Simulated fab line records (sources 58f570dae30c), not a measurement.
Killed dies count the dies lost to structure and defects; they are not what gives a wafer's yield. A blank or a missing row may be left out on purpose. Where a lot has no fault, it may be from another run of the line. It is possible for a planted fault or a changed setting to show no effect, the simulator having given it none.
Lot-split experiment / flow berkeley_cmos170 / 23 wafers read from 5 lots, route of 331 steps

== THE SPLIT ==
At UCB170_PWELL_CVD_05 (deposits Si3N4 from SiH2Cl2/NH3, target thk 220 nm, time 3300 s), the setting temp_c was moved away from the recipe's 800 C on 15 of the 23 wafers read, by -2.3% to -2.2%. For the rest of the wafers, this setting stayed at what the recipe calls for.

== FROM THE SPLIT TO THE READING: what the file shows between them, 3 steps ==
- UCB170_PWELL_THK_MEAS_06
- UCB170_PWELL_PEB_11 (also split here: peb_temp_c)
- UCB170_PWELL_DEVELOP_12: develop time 45 s

== THE READING ==
oes_product_au, in a.u., at UCB170_PWELL_ETCH_14 (etches Si3N4 in CH3F/Ar/O2, stops on SiO2, target depth 242 nm, time 151 s). On this fab line, fault-free wafers typically give 0.941 a.u. with a standard deviation of 0.019 a.u.

wafer=L074.1; tool, chamber at the split=-, -; temp_c as run, C=781.5; against the recipe=-2.3%; oes_product_au, a.u.=0.807; against lot-mates on the recipe=no lot-mate on the recipe
wafer=L074.2; tool, chamber at the split=-, -; temp_c as run, C=781.5; against the recipe=-2.3%; oes_product_au, a.u.=0.797; against lot-mates on the recipe=no lot-mate on the recipe
wafer=L074.3; tool, chamber at the split=-, -; temp_c as run, C=781.5; against the recipe=-2.3%; oes_product_au, a.u.=0.761; against lot-mates on the recipe=no lot-mate on the recipe
wafer=L074.4; tool, chamber at the split=-, -; temp_c as run, C=781.5; against the recipe=-2.3%; oes_product_au, a.u.=0.770; against lot-mates on the recipe=no lot-mate on the recipe
wafer=L074.6; tool, chamber at the split=-, -; temp_c as run, C=781.5; against the recipe=-2.3%; oes_product_au, a.u.=0.791; against lot-mates on the recipe=no lot-mate on the recipe
wafer=L075.1; tool, chamber at the split=-, -; temp_c as run, C=781.3; against the recipe=-2.3%; oes_product_au, a.u.=0.782; against lot-mates on the recipe=no lot-mate on the recipe
wafer=L075.2; tool, chamber at the split=-, -; temp_c as run, C=781.3; against the recipe=-2.3%; oes_product_au, a.u.=0.776; against lot-mates on the recipe=no lot-mate on the recipe
wafer=L075.3; tool, chamber at the split=-, -; temp_c as run, C=781.3; against the recipe=-2.3%; oes_product_au, a.u.=0.790; against lot-mates on the recipe=no lot-mate on the recipe
wafer=L075.4; tool, chamber at the split=-, -; temp_c as run, C=781.3; against the recipe=-2.3%; oes_product_au, a.u.=0.766; against lot-mates on the recipe=no lot-mate on the recipe
wafer=L075.5; tool, chamber at the split=-, -; temp_c as run, C=781.3; against the recipe=-2.3%; oes_product_au, a.u.=0.779; against lot-mates on the recipe=no lot-mate on the recipe
wafer=L076.1; tool, chamber at the split=-, -; temp_c as run, C=800; against the recipe=recipe; oes_product_au, a.u.=0.918; against lot-mates on the recipe=-
wafer=L076.3; tool, chamber at the split=-, -; temp_c as run, C=800; against the recipe=recipe; oes_product_au, a.u.=0.970; against lot-mates on the recipe=-
wafer=L076.4; tool, chamber at the split=-, -; temp_c as run, C=800; against the recipe=recipe; oes_product_au, a.u.=0.929; against lot-mates on the recipe=-
wafer=L076.5; tool, chamber at the split=-, -; temp_c as run, C=800; against the recipe=recipe; oes_product_au, a.u.=0.968; against lot-mates on the recipe=-
wafer=L076.6; tool, chamber at the split=-, -; temp_c as run, C=800; against the recipe=recipe; oes_product_au, a.u.=0.961; against lot-mates on the recipe=-
wafer=L082.1; tool, chamber at the split=lpcvd-02, 1; temp_c as run, C=800; against the recipe=recipe; oes_product_au, a.u.=0.927; against lot-mates on the recipe=-
wafer=L082.3; tool, chamber at the split=lpcvd-02, 1; temp_c as run, C=800; against the recipe=recipe; oes_product_au, a.u.=0.938; against lot-mates on the recipe=-
wafer=L082.5; tool, chamber at the split=lpcvd-02, 1; temp_c as run, C=800; against the recipe=recipe; oes_product_au, a.u.=0.924; against lot-mates on the recipe=-
wafer=L083.2; tool, chamber at the split=-, -; temp_c as run, C=782; against the recipe=-2.2%; oes_product_au, a.u.=0.765; against lot-mates on the recipe=no lot-mate on the recipe
wafer=L083.3; tool, chamber at the split=-, -; temp_c as run, C=782; against the recipe=-2.2%; oes_product_au, a.u.=0.775; against lot-mates on the recipe=no lot-mate on the recipe
wafer=L083.4; tool, chamber at the split=-, -; temp_c as run, C=782; against the recipe=-2.2%; oes_product_au, a.u.=0.763; against lot-mates on the recipe=no lot-mate on the recipe
wafer=L083.5; tool, chamber at the split=-, -; temp_c as run, C=782; against the recipe=-2.2%; oes_product_au, a.u.=0.776; against lot-mates on the recipe=no lot-mate on the recipe
wafer=L083.6; tool, chamber at the split=-, -; temp_c as run, C=782; against the recipe=-2.2%; oes_product_au, a.u.=0.756; against lot-mates on the recipe=no lot-mate on the recipe

THE FIT
A straight line over all 23 wafers: oes_product_au changes by +0.0715 a.u. for each +1% of temp_c; r = +0.98; the points scatter about the line by 0.018 a.u.
Too few moved wafers have a lot-mate on the recipe to fit a line with each lot's own level taken away.

== THE WHOLE CHAIN: every reading that the file lists as answering this split, in the file's order ==
step=UCB170_PWELL_CVD_05; what it does=deposits Si3N4 from SiH2Cl2/NH3, target thk 220 nm, time 3300 s; reading=Si3N4_of_PWELL_CVD_05.thk_nm (the simulator's own value, which no gauge read); change (the file's fit)=+27.2 nm for each +1% of the setting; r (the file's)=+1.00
step=UCB170_PWELL_THK_MEAS_06; what it does=; reading=PWELL_NITRIDE_THK; change (the file's fit)=+27.2 for each +1% of the setting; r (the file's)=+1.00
step=UCB170_PWELL_ETCH_14; what it does=etches Si3N4 in CH3F/Ar/O2, stops on SiO2, target depth 242 nm, time 151 s; reading=oes_product_au; change (the file's fit)=+0.0715 a.u. for each +1% of the setting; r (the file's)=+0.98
step=UCB170_PWELL_ETCH_14; what it does=etches Si3N4 in CH3F/Ar/O2, stops on SiO2, target depth 242 nm, time 151 s; reading=etch.depth_nm (the simulator's own value, which no gauge read); change (the file's fit)=+27.2 nm for each +1% of the setting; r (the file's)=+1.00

== THE FILE'S OWN FIT ==
oes_product_au changes by +0.0715 a.u. for each +1% of temp_c, r = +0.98.
